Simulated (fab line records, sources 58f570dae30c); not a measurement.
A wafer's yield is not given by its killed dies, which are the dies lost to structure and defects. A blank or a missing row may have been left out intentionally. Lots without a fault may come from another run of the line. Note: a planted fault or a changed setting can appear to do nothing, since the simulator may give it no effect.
fab line records	flow berkeleyCmos170
record: lots: 5	wafers: 23
route steps=331 shown M2@284
startH: start of the lot's first displayed wafer, in hours after the record's first day	waitH: hours from the lot's prior step to this one	" repeats the value in the row above	L1.1+2: a row that stands for several wafers	- no value, or no start was given	* or withheld: withheld	< > ~ a bound
route shown NAME@n: NAME is a module with steps in the file, n the number in the route of the first one	usual: average and standard deviation across the fault-free wafers	same: alike in all rows	chamber/n: place in a boat	sites: readings site by site	_std_site: the values' standard deviation	_edge_site: inner sites' mean taken away from outer sites' mean	radiusMm: for every site, how far away it sits from the centre of the wafer	mask NAME#n: copy n	behind: the last tool/chamber to shape the wafer	hold: the reason the lot was held/the length of the hold in hours/how it ended	device: whichever transistor did not switch (one of n, p or np)	end of line: tests run on the same wafers once the route is complete	for a step that has no rows: nothing shown but its recipe	killed: dies that structure and defects cost at the first sort, which is not the same as the wafer's yield	map: dies across one wafer; x = killed, . = not, _ = none there
set.NAME: the setting the step ran with; set.NAME@STEP: the setting that earlier step ran with	model.NAME: the simulator's own value behind a step, which no gauge read
one table per step and one row per wafer, for lots whose settings were changed on purpose
== steps ==
step: UCB170_M2_PEB_13
recipe: pebTempC: 130	pebTimeS: withheld	resist: KrF
lot.wafer	tool	chamber	startH	waitH	set.pebTempC
L075.1+2+3+5+6	lithoTrack-02	0	205.84	0.1	130
L077.2+3+6	lithoTrack-03	0	216.10	0.6	130
L077.4+5	"	0	"	"	129
L079.1+5	lithoTrack-03	0	-	-	126.9
L079.2+3+6	"	0	"	"	130
L076.1+3+4+5+6	lithoTrack-04	0	220.88	0.9	130
L084.1+3+6	lithoTrack-02	0	245.27	0.1	130
step: UCB170_M2_DEVELOP_14
recipe: developer: TMAH	developTimeS: 45	resist: KrF	devTempC: 21
step: UCB170_M2_CD_MEAS_15
recipe: targetCdNm: 700
usual: cdNm: 699.9/1.2
lot.wafer	tool	chamber	startH	waitH	set.pebTempC@M2_PEB_13	cdNm
L075.1	cdSem-02	-	206.12	-	130	698.9
L075.2	"	-	"	"	130	697.8
L075.3	"	-	"	"	130	698.5
L075.5	"	-	"	"	130	699.1
L075.6	"	-	"	"	130	698.4
L077.2	cdSem-02	-	216.37	-	130	700.7
L077.3	"	-	"	"	130	699.5
L077.4	"	-	"	"	129	707.4
L077.5	"	-	"	"	129	706.0
L077.6	"	-	"	"	130	699.4
L079.1	cdSem-02	-	221.06	-	126.9	721.2
L079.2	"	-	"	"	130	698.8
L079.3	"	-	"	"	130	698.0
L079.5	"	-	"	"	126.9	721.6
L079.6	"	-	"	"	130	699.7
L076.1	cdSem-02	-	221.18	-	130	701.3
L076.3	"	-	"	"	130	700.6
L076.4	"	-	"	"	130	701.6
L076.5	"	-	"	"	130	701.1
L076.6	"	-	"	"	130	700.0
L084.1	cdSem-02	-	245.55	-	130	700.4
L084.3	"	-	"	"	130	699.2
L084.6	"	-	"	"	130	699.2
step: UCB170_M2_ETCH_17
recipe: chemistry: N2/H2	targetDepthA: withheld	overetchA: withheld	target: BARC	timeS: withheld	sourceW: 500	biasW: 100	pressureMtorr: 30	n2FlowSccm: 100	h2FlowSccm: 200
lot.wafer	tool	chamber	startH	waitH	set.pebTempC@M2_PEB_13	model.M2.cdNm
L075.1+3	rieDiel-03	2,0	206.27	0.0	130	699.1
L075.2	"	1	"	"	130	697.9
L075.5	"	2	"	"	130	699.2
L075.6	"	3	"	"	130	698.1
L077.2	rieDiel-03	0	216.50	0.0	130	700.4
L077.3	"	3	"	"	130	699.6
L077.4	"	0	"	"	129	707.1
L077.5	"	3	"	"	129	706.2
L077.6	"	1	"	"	130	699.3
L079.1	rieDiel-04	3	221.21	0.0	126.9	720.8
L079.2	"	0	"	"	130	698.5
L079.3	"	2	"	"	130	697.1
L079.5	"	3	"	"	126.9	720.7
L079.6	"	2	"	"	130	699.3
L076.1	rieDiel-01	3	221.33	0.0	130	701.7
L076.3	"	0	"	"	130	700.9
L076.4	"	1	"	"	130	701
L076.5	"	3	"	"	130	700.8
L076.6	"	0	"	"	130	700.5
L084.1	rieDiel-03	1	245.70	0.0	130	700.4
L084.3	"	3	"	"	130	699.2
L084.6	"	0	"	"	130	698.8
step: UCB170_M2_METAL_ETCH_18
recipe: chemistry: Cl2/BCl3	target: Al	stopOn: SiO2	pressureMtorr: 12	targetDepthA: 11700	overEtchFrac: 0.3	timeS: 195	icpW: 600	biasW: 120	Cl2_flow_sccm: 90	bcl3FlowSccm: 45
usual: oesProductAu: 0.844/0.015
lot.wafer	tool	chamber	startH	waitH	set.powerW@M2_SPUTTER_01	set.pebTempC@M2_PEB_13	oesProductAu	model.M2.cdNm
L075.1	rieMetal-03	1	206.31	-	5528	130	0.791	699.6
L075.2	"	1	"	"	5528	130	0.785	699
L075.3	"	1	"	"	5528	130	0.802	698.1
L075.5	"	1	"	"	6000	130	0.822	697.7
L075.6	"	1	"	"	6000	130	0.830	696.6
L077.2	rieMetal-03	1	216.61	-	6424	130	0.856	703.3
L077.3	"	1	"	"	6424	130	0.862	698.5
L077.4	"	1	"	"	6000	129	0.829	709.6
L077.5	"	1	"	"	6000	129	0.828	705
L077.6	"	1	"	"	6000	130	0.825	700.3
L079.1	rieMetal-03	1	221.26	-	5794	126.9	0.821	722.2
L079.2	"	1	"	"	5794	130	0.808	701
L079.3	"	1	"	"	6000	130	0.825	696.7
L079.5	"	1	"	"	5794	126.9	0.815	720.3
L079.6	"	1	"	"	6000	130	0.824	699.8
L076.1	rieMetal-04	1	221.38	-	6708	130	0.913	703.1
L076.3	"	1	"	"	6708	130	0.909	700.8
L076.4	"	0	"	"	6000	130	0.853	709.1
L076.5	"	0	"	"	6000	130	0.845	707.6
L076.6	"	1	"	"	6708	130	0.906	703.6
L084.1	rieMetal-03	1	245.75	-	6000	130	0.851	700.9
L084.3	"	1	"	"	6000	130	0.835	702.4
L084.6	"	1	"	"	6000	130	0.833	703.2
step: UCB170_M2_STRIP_19
recipe: chemistry: O2	powerW: 400	pressureMtorr: 3500	platenTempC: withheld	o2FlowSccm: 400	overashFraction: 0.5
step: UCB170_M2_CD_MEAS_90
recipe: targetCdNm: 700
usual: cdNm: 702/3.2
lot.wafer	tool	chamber	startH	waitH	set.pebTempC@M2_PEB_13	cdNm
L075.1	cdSem-02	-	206.79	0.1	130	700
L075.2	"	-	"	"	130	699
L075.3	"	-	"	"	130	698
L075.5	"	-	"	"	130	698
L075.6	"	-	"	"	130	697
L077.2	cdSem-01	-	217.04	0.1	130	703
L077.3	"	-	"	"	130	698
L077.4	"	-	"	"	129	709
L077.5	"	-	"	"	129	706
L077.6	"	-	"	"	130	700
L076.1	cdSem-01	-	221.66	0.1	130	703
L076.3	"	-	"	"	130	701
L076.4	"	-	"	"	130	709
L076.5	"	-	"	"	130	707
L076.6	"	-	"	"	130	704
L079.1	cdSem-02	-	221.73	0.1	126.9	722
L079.2	"	-	"	"	130	701
L079.3	"	-	"	"	130	697
L079.5	"	-	"	"	126.9	720
L079.6	"	-	"	"	130	700
L084.1	cdSem-01	-	246.03	0.1	130	701
L084.3	"	-	"	"	130	702
L084.6	"	-	"	"	130	703
== key ==
split: step: UCB170_M2_PEB_13	setting: pebTempC	stated: 130	by: wafer
response: step: UCB170_M2_CD_MEAS_15	reading: cdNm	change: -9.4	per: 1%	r: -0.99
response: step: UCB170_M2_ETCH_17	reading: model.M2.cdNm	change: -9.35	per: 1%	r: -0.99
response: step: UCB170_M2_METAL_ETCH_18	reading: model.M2.cdNm	change: -9.21	per: 1%	r: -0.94
response: step: UCB170_M2_CD_MEAS_90	reading: cdNm	change: -9.27	per: 1%	r: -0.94
split outsideThisFile step=UCB170_M2_SPUTTER_01 setting=powerW
split outsideThisFile: this setting was split too, and the file shows its column; the key of that split is in another file
